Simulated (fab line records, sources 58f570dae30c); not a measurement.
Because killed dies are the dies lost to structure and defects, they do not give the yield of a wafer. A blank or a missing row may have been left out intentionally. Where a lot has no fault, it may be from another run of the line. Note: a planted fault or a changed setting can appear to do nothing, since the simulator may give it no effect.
fab line records	flow berkeley-cmos170
record lots=5	wafers=23
route steps=331 shown START@3 GATE@133 PLDD@148 NSD@190 SILICIDE@211 CONTACT@220
start-h: hours from the record's opening day to when the first of the lot's shown wafers began	wait-h: hours since the lot's step before	" the same as in the row above	L1.1+2: one row covering several wafers at once	- no value, or no start given	* or withheld: withheld	< > ~ a bound
route shown NAME@n: NAME is a module with steps in the file, n the number in the route of the first one	usual: mean/standard deviation taken from wafers without a fault	same: alike in all rows	chamber/n: place in a boat	sites: the reading at each site	_std_site: their standard deviation	_edge_site: outer sites' mean less inner sites'	radius-mm: for every site, how far away it sits from the centre of the wafer	mask NAME#n: copy n	behind: the tool/chamber that last shaped the wafer	hold: the reason the lot was held/the length of the hold in hours/how it ended	device: the n, p or np transistor that did not switch	end of line: the tests these same wafers got at the end of their route	step lacking rows: just its recipe	killed: at the first sort, the dies lost to defects and structure; wafer yield is something else	map: per-die view of a wafer (x killed, . not killed, _ where there is no die)
set.NAME: the setting the step ran with; set.NAME@STEP: the setting that earlier step ran with	model.NAME: the simulator's own value behind a step, which no gauge read
one table per step and one row per wafer, for lots whose settings were changed on purpose
## steps
# step UCB170_START_OXIDATION_02
# recipe temp-c=950	ambient=O2	target-thk-a=200	ox-time-s=1800
lot.wafer	tool	chamber	start-h	wait-h	set.ox-time-s	model.SiO2_of_START_OXIDATION_02.thk-nm
L075.2	-	-	-	2.1	1888	20.48
L075.3	"	-	"	"	1888	20.6
L075.4	"	-	"	"	1888	20.47
L075.5	"	-	"	"	1888	20.41
L075.6	"	-	"	"	1888	20.33
L078.1	-	-	-	2.5	1681	19.04
L078.2	"	-	"	"	1681	19.25
L078.4	"	-	"	"	1681	18.68
L078.5	"	-	"	"	1681	19.01
L078.6	"	-	"	"	1681	18.62
L079.1	-	-	-	3.8	1608	18.46
L079.3	"	-	"	"	1608	18.49
L079.4	"	-	"	"	1608	18.57
L079.5	"	-	"	"	1608	18.52
L079.6	"	-	"	"	1608	18.37
L080.2	furnace-01	0	44.90	4.8	1800	19.91
L080.4	"	0	"	"	1800	19.93
L080.6	"	0	"	"	1800	20.13
L085.2	-	-	-	3.0	1800	20.1
L085.3	"	-	"	"	1800	20
L085.4	"	-	"	"	1800	19.89
L085.5	"	-	"	"	1800	20.07
L085.6	"	-	"	"	1800	20.22
# step UCB170_START_THK_MEAS_03
# recipe reads=SiO2_of_START_OXIDATION_02
# usual START_OXIDE_THK=20.1/0.31
lot.wafer	tool	chamber	start-h	wait-h	set.ox-time-s@START_OXIDATION_02	START_OXIDE_THK[nm]
L075.2	film-metro-04	-	-	-	1888	20.4
L075.3	"	-	"	"	1888	20.6
L075.4	"	-	"	"	1888	20.5
L075.5	"	-	"	"	1888	20.4
L075.6	"	-	"	"	1888	20.3
L078.1	film-metro-02	-	-	-	1681	19.0
L078.2	"	-	"	"	1681	19.3
L078.4	"	-	"	"	1681	18.7
L078.5	"	-	"	"	1681	19.0
L078.6	"	-	"	"	1681	18.6
L079.1	film-metro-01	-	-	-	1608	18.5
L079.3	"	-	"	"	1608	18.5
L079.4	"	-	"	"	1608	18.6
L079.5	"	-	"	"	1608	18.5
L079.6	"	-	"	"	1608	18.4
L080.2	film-metro-01	-	46.41	0.0	1800	19.9
L080.4	"	-	"	"	1800	19.9
L080.6	"	-	"	"	1800	20.1
L085.2	film-metro-04	-	-	-	1800	20.1
L085.3	"	-	"	"	1800	20.0
L085.4	"	-	"	"	1800	19.9
L085.5	"	-	"	"	1800	20.1
L085.6	"	-	"	"	1800	20.2
# step UCB170_GATE_COAT_07
# recipe resist=KrF	spin-rpm=1500	resist-thk-nm=900
lot.wafer	tool	chamber	start-h	wait-h	set.spin-rpm	model.KrF_of_GATE_COAT_07.thk-nm
L075.2	litho-track-01	0	-	-	1500	899.8
L075.3	"	0	"	"	1500	898.9
L075.4	"	0	"	"	1541	886.8
L075.5	"	0	"	"	1500	899.5
L075.6	"	0	"	"	1541	890.5
L078.1	litho-track-01	0	-	-	1422	926.1
L078.2	"	0	"	"	1422	926
L078.4	"	0	"	"	1500	903.8
L078.5	"	0	"	"	1500	899
L078.6	"	0	"	"	1422	925.7
L079.1	litho-track-03	0	-	-	1500	900.8
L079.3	"	0	"	"	1548	885.8
L079.4	"	0	"	"	1500	900.3
L079.5	"	0	"	"	1548	886.5
L079.6	"	0	"	"	1500	901.3
L080.2	litho-track-04	0	-	-	1500	898.5
L080.4	"	0	"	"	1500	900.1
L080.6	"	0	"	"	1500	897
L085.2	litho-track-04	0	-	-	1500	898.1
L085.3	"	0	"	"	1500	901.3
L085.4	"	0	"	"	1446	917.7
L085.5	"	0	"	"	1500	901
L085.6	"	0	"	"	1446	918.5
# step UCB170_GATE_DEVELOP_11
# recipe developer=TMAH	develop-time-s=45	resist=KrF	dev-temp-c=21
lot.wafer	tool	chamber	start-h	wait-h	set.develop-time-s
L075.2+5+6	litho-track-01	0	-	-	45
L075.3+4	"	0	"	"	51.27
L079.1+6	litho-track-01	0	-	-	45
L079.3+4+5	"	0	"	"	38.47
L078.1+5+6	litho-track-03	0	-	-	45
L078.2+4	"	0	"	"	50.48
L080.2+4+6	litho-track-01	0	-	-	45
L085.2+5+6	litho-track-04	0	-	-	50.45
L085.3+4	"	0	"	"	45
# step UCB170_GATE_ETCH_14
# recipe chemistry=N2/H2	target-depth-a=withheld	overetch-a=withheld	target=BARC	time-s=withheld	source-w=500	bias-w=100	pressure-mtorr=30	n2-flow-sccm=100	h2-flow-sccm=200
# step UCB170_GATE_ETCH_15
# recipe chemistry=HBr/Cl2	target=poly-Si	stop-on=SiO2	over-etch-frac=0.3	icp-w=300	bias-w=150	time-s=54.5	pressure-mtorr=15	HBr_flow_sccm=150	Cl2_flow_sccm=50	target-depth-a=2782
lot.wafer	tool	chamber	start-h	wait-h	set.spin-rpm@GATE_COAT_07	model.KrF_of_GATE_COAT_07.thk-nm
L075.2	rie-si-01	1	124.47	-	1500	779.5
L075.3	"	3	"	"	1500	777
L075.4	"	0	"	"	1541	764.3
L075.5	"	1	"	"	1500	779
L075.6	"	0	"	"	1541	768.4
L079.1	rie-si-02	2	151.05	-	1500	781.8
L079.3	"	1	"	"	1548	767.4
L079.4	"	1	"	"	1500	781.5
L079.5	"	2	"	"	1548	767.7
L079.6	"	0	"	"	1500	779.7
L078.1	rie-si-01	3	151.26	-	1422	805.2
L078.2	"	2	"	"	1422	805.5
L078.4	"	3	"	"	1500	782.1
L078.5	"	2	"	"	1500	778.2
L078.6	"	1	"	"	1422	805.4
L080.2	rie-si-02	1	151.41	-	1500	781.1
L080.4	"	2	"	"	1500	782.8
L080.6	"	1	"	"	1500	779.1
L085.2	rie-si-02	2	182.16	-	1500	778.2
L085.3	"	0	"	"	1500	780.2
L085.4	"	3	"	"	1446	801.3
L085.5	"	2	"	"	1500	780.9
L085.6	"	3	"	"	1446	801.7
# step UCB170_PLDD_EXPOSE_03
# recipe mask-id=PSELECT	na=0.5	sigma-outer=0.6	source-shape=conventional	target-cd-nm=1200	dose-mj=30
lot.wafer	tool	chamber	start-h	wait-h	mask	set.dose-mj
L075.2+6	krf-scanner-01	0	125.38	0.1	PSELECT#0	30
L075.3+4+5	"	0	"	"	PSELECT#0	30.74
L079.1+3+6	krf-scanner-02	0	152.10	0.2	PSELECT#0	30
L079.4+5	"	0	"	"	PSELECT#0	30.87
L078.1+2	krf-scanner-02	0	152.21	0.2	PSELECT#0	30
L078.4+5+6	"	0	"	"	PSELECT#0	29.32
L080.2+4+6	krf-scanner-02	0	152.57	0.1	PSELECT#0	30
L085.2+4	krf-scanner-01	0	184.01	0.4	PSELECT#0	31.78
L085.3+5+6	"	0	"	"	PSELECT#0	30
# step UCB170_PLDD_PEB_04
# recipe peb-temp-c=130	peb-time-s=withheld	resist=KrF
# step UCB170_PLDD_DEVELOP_05
# recipe developer=TMAH	develop-time-s=45	resist=KrF	dev-temp-c=21
# step UCB170_PLDD_CD_MEAS_06
# recipe target-cd-nm=1200
# usual cd-nm=1199.7/1.5
lot.wafer	tool	chamber	start-h	wait-h	set.dose-mj@PLDD_EXPOSE_03	cd-nm
L075.2	cd-sem-01	-	125.78	-	30	1199.6
L075.3	"	-	"	"	30.74	1204.2
L075.4	"	-	"	"	30.74	1204.4
L075.5	"	-	"	"	30.74	1203.8
L075.6	"	-	"	"	30	1199.0
L079.1	cd-sem-02	-	152.70	-	30	1202.0
L079.3	"	-	"	"	30	1201.9
L079.4	"	-	"	"	30.87	1209.2
L079.5	"	-	"	"	30.87	1207.2
L079.6	"	-	"	"	30	1200.7
L078.1	cd-sem-01	-	152.73	-	30	1200.3
L078.2	"	-	"	"	30	1199.1
L078.4	"	-	"	"	29.32	1197.7
L078.5	"	-	"	"	29.32	1197.1
L078.6	"	-	"	"	29.32	1197.6
L080.2	cd-sem-01	-	153.02	-	30	1197.1
L080.4	"	-	"	"	30	1199.3
L080.6	"	-	"	"	30	1199.7
L085.2	cd-sem-02	-	184.77	-	31.78	1211.4
L085.3	"	-	"	"	30	1201.1
L085.4	"	-	"	"	31.78	1210.7
L085.5	"	-	"	"	30	1199.6
L085.6	"	-	"	"	30	1202.2
# step UCB170_NSD_EXPOSE_03
# recipe mask-id=NSELECT_MOD	na=0.5	sigma-outer=0.6	source-shape=conventional	target-cd-nm=1200	dose-mj=30
lot.wafer	tool	chamber	start-h	wait-h	mask	set.dose-mj
L075.2+4+6	krf-scanner-02	0	135.80	0.1	NSELECT_MOD#0	30
L075.3+5	"	0	"	"	NSELECT_MOD#0	31.82
L078.1+2+4+5+6	krf-scanner-02	0	162.61	0.2	NSELECT_MOD#0	30
L079.1+3+4+5+6	krf-scanner-01	0	162.85	0.4	NSELECT_MOD#0	30
L080.2+4+6	krf-scanner-02	0	163.19	0.4	NSELECT_MOD#0	30
L085.2+5+6	krf-scanner-02	0	194.65	0.1	NSELECT_MOD#0	31.34
L085.3+4	"	0	"	"	NSELECT_MOD#0	30
# step UCB170_NSD_PEB_04
# recipe peb-temp-c=130	peb-time-s=withheld	resist=KrF
# step UCB170_NSD_DEVELOP_05
# recipe developer=TMAH	develop-time-s=45	resist=KrF	dev-temp-c=21
# step UCB170_NSD_CD_MEAS_06
# recipe target-cd-nm=1200
# usual cd-nm=1199.8/1.2
lot.wafer	tool	chamber	start-h	wait-h	set.dose-mj@NSD_EXPOSE_03	cd-nm
L075.2	cd-sem-01	-	136.56	-	30	1200.1
L075.3	"	-	"	"	31.82	1209.3
L075.4	"	-	"	"	30	1200.5
L075.5	"	-	"	"	31.82	1209.8
L075.6	"	-	"	"	30	1199.4
L078.1	cd-sem-02	-	163.08	-	30	1198.9
L078.2	"	-	"	"	30	1198.6
L078.4	"	-	"	"	30	1199.6
L078.5	"	-	"	"	30	1197.6
L078.6	"	-	"	"	30	1199.9
L079.1	cd-sem-02	-	163.24	-	30	1200.2
L079.3	"	-	"	"	30	1198.7
L079.4	"	-	"	"	30	1199.3
L079.5	"	-	"	"	30	1199.5
L079.6	"	-	"	"	30	1200.3
L080.2	cd-sem-02	-	163.81	-	30	1198.9
L080.4	"	-	"	"	30	1201.1
L080.6	"	-	"	"	30	1200.2
L085.2	cd-sem-01	-	195.05	-	31.34	1206.8
L085.3	"	-	"	"	30	1198.6
L085.4	"	-	"	"	30	1198.6
L085.5	"	-	"	"	31.34	1206.3
L085.6	"	-	"	"	31.34	1207.0
# step UCB170_SILICIDE_SPUTTER_01
# recipe material=Ti	target-thk-nm=30	time-s=25	power-w=1500	chamber-pressure-pa=0.5
lot.wafer	tool	chamber	start-h	wait-h	set.power-w	model.Ti_of_SILICIDE_SPUTTER_01.thk-nm
L075.2	pvd-sputter-04	-	139.24	0.0	1500	30.15
L075.3	"	-	"	"	1418	28.16
L075.4	"	-	"	"	1418	28.24
L075.5	"	-	"	"	1500	29.73
L075.6	"	-	"	"	1418	28.75
L078.1	pvd-sputter-01	-	165.33	0.0	1500	29.31
L078.2	"	-	"	"	1500	29.45
L078.4	"	-	"	"	1500	29.27
L078.5	"	-	"	"	1500	29.41
L078.6	"	-	"	"	1500	29.57
L079.1	pvd-sputter-04	-	165.50	0.0	1500	30.49
L079.3	"	-	"	"	1628	32.55
L079.4	"	-	"	"	1628	32.93
L079.5	"	-	"	"	1500	30.23
L079.6	"	-	"	"	1500	30.03
L080.2	pvd-sputter-03	-	166.44	0.0	1500	30.17
L080.4	"	-	"	"	1500	29.71
L080.6	"	-	"	"	1500	29.62
L085.2	pvd-sputter-01	-	197.13	0.0	1500	29.68
L085.3	"	-	"	"	1500	29.51
L085.4	"	-	"	"	1500	29.66
L085.5	"	-	"	"	1500	29.57
L085.6	"	-	"	"	1500	29.55
# step UCB170_SILICIDE_RS_MEAS_02
# recipe thk-meas-gauge=four-point-probe	reads=Ti_of_SILICIDE_SPUTTER_01
# usual SILICIDE_TI_RS=26.2/0.33
lot.wafer	tool	chamber	start-h	wait-h	set.power-w@SILICIDE_SPUTTER_01	SILICIDE_TI_RS[ohm/sq]
L075.2	film-metro-01	-	139.29	0.0	1500	26.0
L075.3	"	-	"	"	1418	28.1
L075.4	"	-	"	"	1418	28.0
L075.5	"	-	"	"	1500	26.4
L075.6	"	-	"	"	1418	27.5
L078.1	film-metro-03	-	165.36	0.0	1500	26.8
L078.2	"	-	"	"	1500	26.6
L078.4	"	-	"	"	1500	26.8
L078.5	"	-	"	"	1500	26.6
L078.6	"	-	"	"	1500	26.5
L079.1	film-metro-04	-	165.53	0.0	1500	25.6
L079.3	"	-	"	"	1628	23.7
L079.4	"	-	"	"	1628	23.4
L079.5	"	-	"	"	1500	25.9
L079.6	"	-	"	"	1500	26.1
L080.2	film-metro-04	-	166.49	0.0	1500	26.0
L080.4	"	-	"	"	1500	26.5
L080.6	"	-	"	"	1500	26.5
L085.2	film-metro-04	-	197.18	0.0	1500	26.4
L085.3	"	-	"	"	1500	26.6
L085.4	"	-	"	"	1500	26.5
L085.5	"	-	"	"	1500	26.5
L085.6	"	-	"	"	1500	26.5
# step UCB170_SILICIDE_THK_MEAS_03
# recipe thk-meas-gauge=xrf	reads=Ti_of_SILICIDE_SPUTTER_01
# usual SILICIDE_TI_THK=30.7/0.39
lot.wafer	tool	chamber	start-h	wait-h	set.power-w@SILICIDE_SPUTTER_01	SILICIDE_TI_THK[nm]
L075.2	film-metro-01	-	139.40	0.1	1500	31.1
L075.3	"	-	"	"	1418	29.0
L075.4	"	-	"	"	1418	29.1
L075.5	"	-	"	"	1500	30.7
L075.6	"	-	"	"	1418	29.6
L078.1	film-metro-03	-	165.48	0.1	1500	30.2
L078.2	"	-	"	"	1500	30.3
L078.4	"	-	"	"	1500	30.0
L078.5	"	-	"	"	1500	30.2
L078.6	"	-	"	"	1500	30.5
L079.1	film-metro-04	-	165.65	0.1	1500	31.4
L079.3	"	-	"	"	1628	33.5
L079.4	"	-	"	"	1628	33.8
L079.5	"	-	"	"	1500	31.0
L079.6	"	-	"	"	1500	30.9
L080.2	film-metro-04	-	166.60	0.1	1500	31.1
L080.4	"	-	"	"	1500	30.6
L080.6	"	-	"	"	1500	30.5
L085.2	film-metro-04	-	197.29	0.1	1500	30.3
L085.3	"	-	"	"	1500	30.2
L085.4	"	-	"	"	1500	30.4
L085.5	"	-	"	"	1500	30.3
L085.6	"	-	"	"	1500	30.2
# step UCB170_CONTACT_COAT_04
# recipe resist=KrF	spin-rpm=1500	resist-thk-nm=900
lot.wafer	tool	chamber	start-h	wait-h	set.spin-rpm	model.KrF_of_CONTACT_COAT_04.thk-nm
L075.2	litho-track-04	0	141.74	0.1	1500	898.3
L075.3	"	0	"	"	1469	907.5
L075.4	"	0	"	"	1500	898.6
L075.5	"	0	"	"	1500	899.3
L075.6	"	0	"	"	1469	910.3
L078.1	litho-track-04	0	167.98	0.1	1606	868.3
L078.2	"	0	"	"	1606	867.6
L078.4	"	0	"	"	1500	896.8
L078.5	"	0	"	"	1500	896.5
L078.6	"	0	"	"	1606	867.3
L079.1	litho-track-01	0	168.64	0.1	1408	926.1
L079.3	"	0	"	"	1408	928.4
L079.4	"	0	"	"	1500	896.5
L079.5	"	0	"	"	1500	898.4
L079.6	"	0	"	"	1500	897.9
L080.2	litho-track-01	0	169.96	0.1	1500	897.3
L080.4	"	0	"	"	1500	899.7
L080.6	"	0	"	"	1500	898.7
L085.2	litho-track-04	0	201.43	0.1	1569	880.1
L085.3	"	0	"	"	1500	901.3
L085.4	"	0	"	"	1569	881.5
L085.5	"	0	"	"	1500	904
L085.6	"	0	"	"	1500	903.1
# step UCB170_CONTACT_SOFTBAKE_05
# recipe resist=KrF	temp-c=130	time-s=60
# step UCB170_CONTACT_STRIP_06
# recipe chemistry=O2	power-w=400	pressure-mtorr=3500	platen-temp-c=withheld	o2-flow-sccm=400	overash-fraction=0.5
# usual strip-time-to-endpoint-s=21.96/0.059
lot.wafer	tool	chamber	start-h	wait-h	set.spin-rpm@CONTACT_COAT_04	strip-time-to-endpoint-s
L075.2	plasma-asher-03	0	142.01	0.1	1500	21.94
L075.3	"	1	"	"	1469	22.15
L075.4	"	0	"	"	1500	21.92
L075.5	"	0	"	"	1500	21.95
L075.6	"	1	"	"	1469	22.21
L078.1	plasma-asher-02	0	168.28	0.1	1606	21.19
L078.2	"	1	"	"	1606	21.16
L078.4	"	0	"	"	1500	21.90
L078.5	"	1	"	"	1500	21.89
L078.6	"	0	"	"	1606	21.19
L079.1	plasma-asher-03	0	168.94	0.1	1408	22.58
L079.3	"	0	"	"	1408	22.65
L079.4	"	1	"	"	1500	21.89
L079.5	"	1	"	"	1500	21.93
L079.6	"	0	"	"	1500	21.91
L080.2	plasma-asher-03	1	170.24	0.1	1500	21.89
L080.4	"	1	"	"	1500	21.97
L080.6	"	0	"	"	1500	21.95
L085.2	plasma-asher-04	0	201.70	0.1	1569	21.49
L085.3	"	0	"	"	1500	22.01
L085.4	"	1	"	"	1569	21.52
L085.5	"	1	"	"	1500	22.05
L085.6	"	0	"	"	1500	22.04
## key
split step=UCB170_START_OXIDATION_02	setting=ox-time-s	stated=1800	by=lot
response step=UCB170_START_OXIDATION_02	reading=model.SiO2_of_START_OXIDATION_02.thk-nm	change=+0.135	per=1%	r=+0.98
response step=UCB170_START_THK_MEAS_03	reading=START_OXIDE_THK	change=+0.134	per=1%	r=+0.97
split step=UCB170_GATE_COAT_07	setting=spin-rpm	stated=1500	by=wafer
response step=UCB170_GATE_COAT_07	reading=model.KrF_of_GATE_COAT_07.thk-nm	change=-4.66	per=1%	r=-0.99
response step=UCB170_GATE_ETCH_15	reading=model.KrF_of_GATE_COAT_07.thk-nm	change=-4.96	per=1%	r=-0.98
split step=UCB170_GATE_DEVELOP_11	setting=develop-time-s	stated=45	by=wafer
response none clear
split step=UCB170_PLDD_EXPOSE_03	setting=dose-mj	stated=30	by=wafer
response step=UCB170_PLDD_CD_MEAS_06	reading=cd-nm	change=+1.75	per=1%	r=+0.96
split step=UCB170_NSD_EXPOSE_03	setting=dose-mj	stated=30	by=wafer
response step=UCB170_NSD_CD_MEAS_06	reading=cd-nm	change=+1.66	per=1%	r=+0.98
split step=UCB170_SILICIDE_SPUTTER_01	setting=power-w	stated=1500	by=wafer
response step=UCB170_SILICIDE_SPUTTER_01	reading=model.Ti_of_SILICIDE_SPUTTER_01.thk-nm	change=+0.29	per=1%	r=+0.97
response step=UCB170_SILICIDE_RS_MEAS_02	reading=SILICIDE_TI_RS	change=-0.281	per=1%	r=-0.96
response step=UCB170_SILICIDE_THK_MEAS_03	reading=SILICIDE_TI_THK	change=+0.303	per=1%	r=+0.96
split step=UCB170_CONTACT_COAT_04	setting=spin-rpm	stated=1500	by=wafer
response step=UCB170_CONTACT_COAT_04	reading=model.KrF_of_CONTACT_COAT_04.thk-nm	change=-4.49	per=1%	r=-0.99
response step=UCB170_CONTACT_STRIP_06	reading=strip-time-to-endpoint-s	change=*	per=1%	r=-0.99
